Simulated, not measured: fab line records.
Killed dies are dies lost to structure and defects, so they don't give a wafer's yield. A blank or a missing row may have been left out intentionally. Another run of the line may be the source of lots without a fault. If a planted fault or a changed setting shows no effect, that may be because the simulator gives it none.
fab line records -- flow rit_cmos
record: lots: 6, wafers: 18, last_day: 7
route steps=202 shown SILICIDE@163 CONTACT@168 M1@202
lots with no fault: from the same line, run without faults
start_h: start of the lot's first displayed wafer, in hours after the record's first day -- wait_h: hours from the lot's prior step to this one -- " identical to the entry in the row above -- L1.1+2: several wafers, shown together as one row -- - no value, or no start was given -- * or withheld: withheld -- < > ~ a bound
route shown NAME@n: a module of which the file shows steps, and the number in the route of the first -- usual: mean/standard deviation taken from wafers without a fault -- same: alike in all rows -- chamber/n: place in a boat -- sites: the reading at each site -- _std_site: their standard deviation -- _edge_site: mean of outer sites minus mean of inner sites -- radius_mm: how far each site lies from the wafer's centre -- mask NAME#n: copy n -- behind: the last tool/chamber to shape the wafer -- hold: the reason the lot was held/the length of the hold in hours/how it ended -- device: the n, p or np transistor that did not switch -- end of line: the tests these same wafers got at the end of their route -- a step without rows: its recipe alone -- killed: count of dies lost to structure and defects at first sort (not the wafer's yield) -- map: dies across one wafer; x = killed, . = not, _ = none there
set.NAME: the run value of the setting; set.NAME@STEP: its run value at that earlier step -- model.NAME: the simulator's own value behind a step, which no gauge read
certain route steps with their lots: each step a table, each wafer a row
services: when a tool's chamber went out of use (start_h, in hours from the record's first day, below 0 if earlier), for how many hours, and the reason
== steps ==
step: RIT_SILICIDE_RS_MEAS_02
recipe: thk_meas_gauge: four-point-probe, reads: Ti_of_SILICIDE_SPUTTER_01
usual: SILICIDE_TI_RS: 48.2/0.69
lot.wafer,tool,chamber,start_h,wait_h,SILICIDE_TI_RS[ohm/sq]
L354.4,film_metro-01,-,62.99,0.1,49.2
L354.5,film_metro-01,-,62.99,0.1,49.0
L354.6,film_metro-01,-,62.99,0.1,48.5
L360.3,film_metro-01,-,96.34,0.1,48.7
L360.5,film_metro-01,-,96.34,0.1,47.4
L360.6,film_metro-01,-,96.34,0.1,48.3
L363.1,film_metro-04,-,113.20,0.1,48.2
L363.3,film_metro-04,-,113.20,0.1,47.7
L363.6,film_metro-04,-,113.20,0.1,48.5
L367.2,film_metro-01,-,132.14,0.1,48.1
L367.3,film_metro-01,-,132.14,0.1,48.9
L367.4,film_metro-01,-,132.14,0.1,48.7
L372.1,film_metro-04,-,156.38,0.1,48.1
L372.3,film_metro-04,-,156.38,0.1,48.2
L372.5,film_metro-04,-,156.38,0.1,47.5
L373.2,film_metro-01,-,161.35,0.1,47.3
L373.3,film_metro-01,-,161.35,0.1,48.8
L373.4,film_metro-01,-,161.35,0.1,47.4
step: RIT_SILICIDE_THK_MEAS_03
recipe: thk_meas_gauge: xrf, reads: Ti_of_SILICIDE_SPUTTER_01
usual: SILICIDE_TI_THK: 29.5/0.39
lot.wafer,tool,chamber,start_h,wait_h,SILICIDE_TI_THK[nm]
L354.4,film_metro-01,-,63.08,0.1,28.9
L354.5,film_metro-01,-,63.08,0.1,29.2
L354.6,film_metro-01,-,63.08,0.1,29.2
L360.3,film_metro-01,-,96.44,0.1,29.1
L360.5,film_metro-01,-,96.44,0.1,29.7
L360.6,film_metro-01,-,96.44,0.1,29.2
L363.1,film_metro-04,-,113.32,0.1,29.8
L363.3,film_metro-04,-,113.32,0.1,30.2
L363.6,film_metro-04,-,113.32,0.1,29.6
L367.2,film_metro-01,-,132.25,0.1,29.5
L367.3,film_metro-01,-,132.25,0.1,29.2
L367.4,film_metro-01,-,132.25,0.1,29.1
L372.1,film_metro-04,-,156.50,0.1,29.6
L372.3,film_metro-04,-,156.50,0.1,29.8
L372.5,film_metro-04,-,156.50,0.1,30.0
L373.2,film_metro-01,-,161.46,0.1,30.0
L373.3,film_metro-01,-,161.46,0.1,29.2
L373.4,film_metro-01,-,161.46,0.1,30.0
step: RIT_SILICIDE_RTA_04
recipe: temp_c: 650, time_s: 10, idle_temp_c: 25, ramp_up_s: 5, ramp_down_s: 5, cool_to_c: 25, ambient: N2
usual: wafer_temp_C_max: 653.2/0.67
lot.wafer,tool,chamber,start_h,wait_h,wafer_temp_C_max
L354.4,rtp_anneal-01,0,63.14,0.1,653.2
L354.5,rtp_anneal-01,0,63.14,0.1,652.7
L354.6,rtp_anneal-01,0,63.14,0.1,651.8
L360.3,rtp_anneal-01,0,96.51,0.1,653.1
L360.5,rtp_anneal-01,0,96.51,0.1,653.0
L360.6,rtp_anneal-01,0,96.51,0.1,652.7
L363.1,rtp_anneal-02,0,113.38,0.1,654.2
L363.3,rtp_anneal-02,0,113.38,0.1,653.2
L363.6,rtp_anneal-02,0,113.38,0.1,654.0
L367.2,rtp_anneal-02,0,132.31,0.1,653.0
L367.3,rtp_anneal-02,0,132.31,0.1,654.0
L367.4,rtp_anneal-02,0,132.31,0.1,653.5
L372.1,rtp_anneal-01,0,156.56,0.1,652.6
L372.3,rtp_anneal-01,0,156.56,0.1,653.3
L372.5,rtp_anneal-01,0,156.56,0.1,652.9
L373.2,rtp_anneal-02,0,161.52,0.1,654.1
L373.3,rtp_anneal-02,0,161.52,0.1,653.5
L373.4,rtp_anneal-02,0,161.52,0.1,653.3
step: RIT_SILICIDE_WET_ETCH_05
recipe: chemistry: SPM, target: Ti, temp_c: 90, time_s: 120, dry: n2_spin
step: RIT_SILICIDE_RTA_06
recipe: temp_c: 750, time_s: 10, idle_temp_c: 25, ramp_up_s: 5, ramp_down_s: 10, cool_to_c: 25, ambient: N2
usual: wafer_temp_C_max: 753.9/0.81
lot.wafer,tool,chamber,start_h,wait_h,wafer_temp_C_max
L354.4,rtp_anneal-02,0,63.25,0.0,753.5
L354.5,rtp_anneal-02,0,63.25,0.0,754.6
L354.6,rtp_anneal-02,0,63.25,0.0,754.0
L360.3,rtp_anneal-02,0,96.61,0.0,752.9
L360.5,rtp_anneal-02,0,96.61,0.0,754.1
L360.6,rtp_anneal-02,0,96.61,0.0,754.7
L363.1,rtp_anneal-01,0,113.50,0.0,753.9
L363.3,rtp_anneal-01,0,113.50,0.0,753.4
L363.6,rtp_anneal-01,0,113.50,0.0,753.6
L367.2,rtp_anneal-01,0,132.43,0.0,753.8
L367.3,rtp_anneal-01,0,132.43,0.0,754.4
L367.4,rtp_anneal-01,0,132.43,0.0,754.3
L372.1,rtp_anneal-02,0,156.67,0.0,755.5
L372.3,rtp_anneal-02,0,156.67,0.0,754.2
L372.5,rtp_anneal-02,0,156.67,0.0,755.7
L373.2,rtp_anneal-01,0,161.63,0.0,753.9
L373.3,rtp_anneal-01,0,161.63,0.0,753.5
L373.4,rtp_anneal-01,0,161.63,0.0,754.2
step: RIT_CONTACT_CVD_00
recipe: material: SiO2, target_thk_nm: 400, precursor: TEOS, temp_c: 390, time_s: 61, rf_w: 400
usual: heater_power_w: 316/53
lot.wafer,tool,chamber,start_h,wait_h,heater_power_w
L354.4,pecvd-02,2,63.31,0.0,314
L354.5,pecvd-02,0,63.31,0.0,344
L354.6,pecvd-02,1,63.31,0.0,298
L360.3,pecvd-02,0,96.66,0.0,362
L360.5,pecvd-02,1,96.66,0.0,302
L360.6,pecvd-02,2,96.66,0.0,266
L363.1,pecvd-01,0,113.56,0.1,400
L363.3,pecvd-01,2,113.56,0.1,290
L363.6,pecvd-01,2,113.56,0.1,289
L367.2,pecvd-04,0,132.48,0.0,180
L367.3,pecvd-04,1,132.48,0.0,318
L367.4,pecvd-04,0,132.48,0.0,199
L372.1,pecvd-01,0,156.74,0.1,409
L372.3,pecvd-01,0,156.74,0.1,417
L372.5,pecvd-01,1,156.74,0.1,326
L373.2,pecvd-04,2,161.69,0.0,345
L373.3,pecvd-04,0,161.69,0.0,224
L373.4,pecvd-04,0,161.69,0.0,223
step: RIT_CONTACT_THK_MEAS_01
recipe: reads: SiO2_of_CONTACT_CVD_00
usual: CONTACT_TEOS_THK: 400/5.5
lot.wafer,tool,chamber,start_h,wait_h,CONTACT_TEOS_THK[nm]
L354.4,film_metro-01,-,63.37,0.0,405
L354.5,film_metro-01,-,63.37,0.0,402
L354.6,film_metro-01,-,63.37,0.0,399
L360.3,film_metro-01,-,96.73,0.0,395
L360.5,film_metro-01,-,96.73,0.0,399
L360.6,film_metro-01,-,96.73,0.0,398
L363.1,film_metro-01,-,113.61,0.0,400
L363.3,film_metro-01,-,113.61,0.0,400
L363.6,film_metro-01,-,113.61,0.0,405
L367.2,film_metro-03,-,132.54,0.0,399
L367.3,film_metro-03,-,132.54,0.0,400
L367.4,film_metro-03,-,132.54,0.0,410
L372.1,film_metro-03,-,156.81,0.1,404
L372.3,film_metro-03,-,156.81,0.1,401
L372.5,film_metro-03,-,156.81,0.1,409
L373.2,film_metro-04,-,161.75,0.0,395
L373.3,film_metro-04,-,161.75,0.0,408
L373.4,film_metro-04,-,161.75,0.0,407
step: RIT_CONTACT_HMDS_02
recipe: prime_time_s: 60, prime_temp_c: 140
step: RIT_CONTACT_COAT_03
recipe: resist: NOVOLAK, spin_rpm: 3250, resist_thk_nm: 1009
step: RIT_CONTACT_SOFTBAKE_04
recipe: resist: NOVOLAK, temp_c: 90, time_s: 60
step: RIT_CONTACT_EXPOSE_05
recipe: mask_id: M11, na: 0.6, source_shape: conventional, sigma_outer: 0.5, target_cd_nm: 1000, dose_mj: 250
step: RIT_CONTACT_PEB_06
recipe: resist: NOVOLAK, temp_c: withheld, time_s: withheld
step: RIT_CONTACT_DEVELOP_07
recipe: resist: NOVOLAK, develop_time_s: 120, dev_temp_c: 23
lot.wafer,tool,chamber,start_h,wait_h
L354.4+5+6,litho_track-04,0,64,-
L360.3+5+6,litho_track-01,0,97,-
L363.1+3+6,litho_track-03,0,114,-
L367.2+3+4,litho_track-04,0,133,-
L372.1+3+5,litho_track-04,0,157,-
L373.2+3+4,litho_track-04,0,162,-
step: RIT_CONTACT_CD_MEAS_08
recipe: target_cd_nm: 1000
usual: cd_nm: 1000.7/2.1
lot.wafer,tool,chamber,start_h,wait_h,cd_nm
L354.4,cd_sem-01,-,64.42,-,999.9
L354.5,cd_sem-01,-,64.42,-,997.3
L354.6,cd_sem-01,-,64.42,-,999.0
L360.3,cd_sem-02,-,97.78,-,1002.5
L360.5,cd_sem-02,-,97.78,-,1002.9
L360.6,cd_sem-02,-,97.78,-,1000.6
L363.1,cd_sem-02,-,114.64,-,1000.7
L363.3,cd_sem-02,-,114.64,-,1002.6
L363.6,cd_sem-02,-,114.64,-,1002.9
L367.2,cd_sem-01,-,133.68,-,1002.1
L367.3,cd_sem-01,-,133.68,-,1002.4
L367.4,cd_sem-01,-,133.68,-,1003.4
L372.1,cd_sem-01,-,157.86,-,990.9
L372.3,cd_sem-01,-,157.86,-,992.5
L372.5,cd_sem-01,-,157.86,-,989.9
L373.2,cd_sem-01,-,162.97,-,990.7
L373.3,cd_sem-01,-,162.97,-,988.8
L373.4,cd_sem-01,-,162.97,-,987.5
step: RIT_CONTACT_OVL_MEAS_09
usual: CONTACT_OVL: 0.5/1.1
lot.wafer,tool,chamber,start_h,wait_h,CONTACT_OVL[nm]
L354.4,overlay-01,-,64.50,0.1,1.9
L354.5,overlay-01,-,64.50,0.1,1.7
L354.6,overlay-01,-,64.50,0.1,2.0
L360.3,overlay-01,-,97.87,0.1,0.0
L360.5,overlay-01,-,97.87,0.1,-0.2
L360.6,overlay-01,-,97.87,0.1,1.0
L363.1,overlay-01,-,114.76,0.1,1.3
L363.3,overlay-01,-,114.76,0.1,0.7
L363.6,overlay-01,-,114.76,0.1,0.5
L367.2,overlay-02,-,133.78,0.1,-0.9
L367.3,overlay-02,-,133.78,0.1,1.1
L367.4,overlay-02,-,133.78,0.1,1.9
L372.1,overlay-02,-,157.98,0.1,-0.6
L372.3,overlay-02,-,157.98,0.1,1.3
L372.5,overlay-02,-,157.98,0.1,0.1
L373.2,overlay-02,-,163.08,0.1,0.4
L373.3,overlay-02,-,163.08,0.1,1.8
L373.4,overlay-02,-,163.08,0.1,0.3
step: RIT_CONTACT_HARDBAKE_10
recipe: resist: NOVOLAK, temp_c: 140, time_s: 60
step: RIT_CONTACT_ETCH_11
recipe: target_depth_a: 4800, over_etch_frac: 0.2, stop_on: TiSi2, chemistry: CHF3/CF4/Ar, target: SiO2, CHF3_flow_sccm: 50, cf4_flow_sccm: 10, Ar_flow_sccm: 100, O2_flow_sccm: 5, pressure_mtorr: 100, rf_w: 207.2, time_s: 320
usual: drypump_motor_current_A: 5.9/0.42, oes_product_au: 0.994/0.019, throttle_valve_pct: 8.86/0.09
lot.wafer,tool,chamber,start_h,wait_h,drypump_motor_current_A,oes_product_au,rf_hours_counter_h,throttle_valve_pct,model.CONTACT.cd_nm
L354.4,rie_diel-03,1,64.67,0.1,6.8,0.990,158,8.97,1000
L354.5,rie_diel-03,1,64.67,0.1,6.8,0.982,-,8.98,997.8
L354.6,rie_diel-03,2,64.67,0.1,5.3,0.997,-,8.82,998.9
L360.3,rie_diel-04,2,98.04,0.1,6.1,0.994,4,8.79,1003
L360.5,rie_diel-04,0,98.04,0.1,5.6,0.994,-,8.78,1003
L360.6,rie_diel-04,1,98.04,0.1,6.4,0.996,-,8.67,1001
L363.1,rie_diel-03,3,114.95,0.1,6.4,0.964,20,8.87,1002
L363.3,rie_diel-03,2,114.95,0.1,5.3,0.987,7,8.82,1003
L363.6,rie_diel-03,3,114.95,0.1,6.4,0.966,-,8.87,1003
L367.2,rie_diel-03,1,133.98,0.1,6.8,0.976,0,8.95,1002
L367.3,rie_diel-03,3,133.98,0.1,6.4,0.970,21,8.87,1003
L367.4,rie_diel-03,2,133.98,0.1,5.3,0.993,7,8.81,1003
L372.1,rie_diel-02,1,158.17,0.1,5.6,1.030,100,8.78,991.2
L372.3,rie_diel-02,2,158.17,0.1,6.0,0.979,21,8.96,992.4
L372.5,rie_diel-02,1,158.17,0.1,5.6,1.023,-,8.76,990.1
L373.2,rie_diel-03,2,163.29,0.1,5.3,0.993,8,8.84,990.3
L373.3,rie_diel-03,1,163.29,0.1,6.8,0.986,1,8.95,988.6
L373.4,rie_diel-03,1,163.29,0.1,6.8,0.984,-,8.95,987.6
step: RIT_CONTACT_STRIP_12
recipe: chemistry: O2, time_s: 180, resist: NOVOLAK, platen_temp_c: withheld, power_w: 500, pressure_mtorr: 4000, o2_flow_sccm: 4000
usual: drypump_motor_current_A: 5.8/0.59, o2_flow_sccm: 4000/12
lot.wafer,tool,chamber,start_h,wait_h,drypump_motor_current_A,o2_flow_sccm,rf_hours_counter_h
L354.4,plasma_asher-03,1,64.92,0.2,4.9,4014,-
L354.5,plasma_asher-03,0,64.92,0.2,6.4,3989,-
L354.6,plasma_asher-03,1,64.92,0.2,4.9,4020,-
L360.3,plasma_asher-03,0,98.29,0.2,6.4,4003,-
L360.5,plasma_asher-03,0,98.29,0.2,6.4,4006,-
L360.6,plasma_asher-03,1,98.29,0.2,4.9,4016,-
L363.1,plasma_asher-01,1,115.14,0.1,6.5,4030,50
L363.3,plasma_asher-01,1,115.14,0.1,6.5,4020,-
L363.6,plasma_asher-01,1,115.14,0.1,6.5,4005,-
L367.2,plasma_asher-01,0,134.18,0.1,5.2,4003,53
L367.3,plasma_asher-01,1,134.18,0.1,6.5,3995,-
L367.4,plasma_asher-01,0,134.18,0.1,5.3,3979,-
L372.1,plasma_asher-03,1,158.36,0.1,4.9,4012,30
L372.3,plasma_asher-03,0,158.36,0.1,6.4,3995,-
L372.5,plasma_asher-03,0,158.36,0.1,6.4,3985,-
L373.2,plasma_asher-03,1,163.49,0.1,4.8,3993,31
L373.3,plasma_asher-03,1,163.49,0.1,4.9,3981,-
L373.4,plasma_asher-03,0,163.49,0.1,6.3,4008,-
step: RIT_M1_PROBE_99
usual: killed_at_front_end: 7/3.3, killed_dies: 7/3.3, killed_open: 3.3/1.9, killed_short: 3.6/2.1
same: gross_dies: 264, killed_at_M0_to_M3: 0, killed_at_M4_up: 0, killed_at_back_side: 0, killed_at_contacts: 0, killed_at_other: 0
lot.wafer,tool,chamber,start_h,wait_h,killed_at_front_end,killed_dies,killed_open,killed_short
L354.4,prober-01,-,69.76,0.2,2,2,1,1
L354.5,prober-01,-,69.81,0.2,5,5,4,1
L354.6,prober-01,-,69.86,0.2,4,4,1,3
L360.3,prober-01,-,103.01,0.2,4,4,3,1
L360.5,prober-01,-,103.11,0.2,5,5,0,5
L360.6,prober-01,-,103.16,0.2,7,7,3,2
L363.1,prober-02,-,119.85,0.1,7,7,3,4
L363.3,prober-02,-,119.95,0.2,7,7,4,3
L363.6,prober-02,-,120.10,0.2,10,10,6,4
L367.2,prober-02,-,139.06,0.1,6,6,3,3
L367.3,prober-02,-,139.11,0.2,2,2,1,1
L367.4,prober-02,-,139.16,0.2,6,6,3,3
L372.1,prober-01,-,163.08,0.1,12,12,7,5
L372.3,prober-01,-,163.18,0.2,5,5,2,3
L372.5,prober-01,-,163.28,0.2,4,4,1,3
killed by level:class
L354.4 SPACER:geometric_particle:open=1 SILICIDE:geometric_particle:short=1
L354.5 FOX1:geometric_particle:open=2 FOX2:geometric_particle:short=1 GATE:geometric_particle:open=1 REOX:geometric_particle:open=1
L354.6 FOX1:geometric_particle:short=1 FOX1:geometric_particle:open=1 REOX:geometric_particle:short=1 SPACER:geometric_particle:short=1
L360.3 FOX1:geometric_particle:open=1 GATE:geometric_particle:open=1 GATE:geometric_particle:short=1 SPACER:geometric_particle:open=1
L360.5 FOX1:geometric_particle:short=2 GATE:geometric_particle:short=1 SPACER:geometric_particle:short=1 STARTING-WAFER:geometric_particle:short=1
L360.6 NWELL:coat_microbubble_printed=2 FOX1:geometric_particle:open=1 FOX2:geometric_particle:open=1 GATE:geometric_particle:short=1 GATE:geometric_particle:open=1 SILICIDE:geometric_particle:short=1
L363.1 GATE:geometric_particle:short=4 FOX1:geometric_particle:open=1 FOX2:geometric_particle:open=1 GATE:geometric_particle:open=1
L363.3 GATE:geometric_particle:open=3 SPACER:geometric_particle:short=2 FOX1:geometric_particle:open=1 GATE:geometric_particle:short=1
L363.6 FOX1:geometric_particle:short=2 GATE:geometric_particle:short=2 SPACER:geometric_particle:open=2 FOX1:geometric_particle:open=1 GATE:geometric_particle:open=1 REOX:geometric_particle:open=1 SILICIDE:geometric_particle:open=1
L367.2 GATE:geometric_particle:open=3 FOX1:geometric_particle:short=1 GATE:geometric_particle:short=1 REOX:geometric_particle:short=1
L367.3 GATE:geometric_particle:open=1 GATE:geometric_particle:short=1
L367.4 GATE:geometric_particle:short=2 FOX1:geometric_particle:open=1 GATE:geometric_particle:open=1 REOX:geometric_particle:open=1 SPACER:geometric_particle:short=1
L372.1 GATE:geometric_particle:open=2 GATE:geometric_particle:short=2 REOX:geometric_particle:open=2 SILICIDE:geometric_particle:short=2 FOX2:geometric_particle:open=1 SPACER:geometric_particle:open=1 SPACER:geometric_particle:short=1 SILICIDE:geometric_particle:open=1
L372.3 REOX:geometric_particle:open=2 FOX2:geometric_particle:short=1 GATE:geometric_particle:short=1 REOX:geometric_particle:short=1
L372.5 GATE:geometric_particle:short=2 FOX1:geometric_particle:short=1 REOX:geometric_particle:open=1
== services ==
tool,chamber,start_h,hours,kind
plasma_asher-03,-,41.25,0.8,repair
rie_diel-04,2,54.72,5.8,repair
rie_diel-02,3,67.37,15.7,repair
rie_diel-03,1,68.17,6.2,repair
rie_diel-03,0,68.49,5.7,repair
rtp_anneal-01,-,68.49,3.4,pm
pecvd-01,0,73.49,4.4,repair
rie_diel-03,-,85.58,0.6,repair
rie_diel-03,2,96.21,16.5,repair
plasma_asher-03,-,99.91,28.1,pm
pecvd-02,-,103.98,14.6,pm
rie_diel-03,1,112.70,-,clean
rie_diel-03,1,112.70,15.8,scheduled_down
rie_diel-03,1,112.70,15.8,vent_cycle
rie_diel-03,3,121.65,1.3,repair
rie_diel-04,-,126.30,2.6,repair
plasma_asher-01,-,129.07,1.5,repair
plasma_asher-03,-,136.23,5.4,repair
rie_diel-03,3,139.45,32.5,repair
pecvd-01,-,142.63,0.5,repair
rie_diel-04,1,146.57,-,clean
rie_diel-03,-,148.19,2.8,pm
rie_diel-04,-,149.86,0.8,repair
pecvd-01,2,154.23,5.1,repair
== key ==
first_sign: step: RIT_CONTACT_CD_MEAS_08, reading: cd_nm, direction: down, sigmas: 5, usual: 1000.7, struck: 990.1
effect none on later readings
model_effect: step: RIT_CONTACT_ETCH_11, value: CONTACT.cd_nm, without: 999.2, struck: 990
met_at RIT_CONTACT_DEVELOP_07
struck_wafers L372.1,L372.3,L372.5,L373.2,L373.3,L373.4
tester_left_out L372,L373
onset_between 133 157
also_fits time
fault: kind: process_parameter_drift, tool: litho_track-04, chamber: -, onset_h: 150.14, steps: RIT_CONTACT_DEVELOP_07, channel: develop_time_s, offset: *, shape: step, end_h: 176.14, acts_in: *, stated: *
tester_left_out: of these lots the tester's yield and bins aren't shown, on N5 and GAA mostly nor the transistor test; their killed dies are dies lost to structure and defects alone, not to doping, threshold or leakage, so they don't give the yield
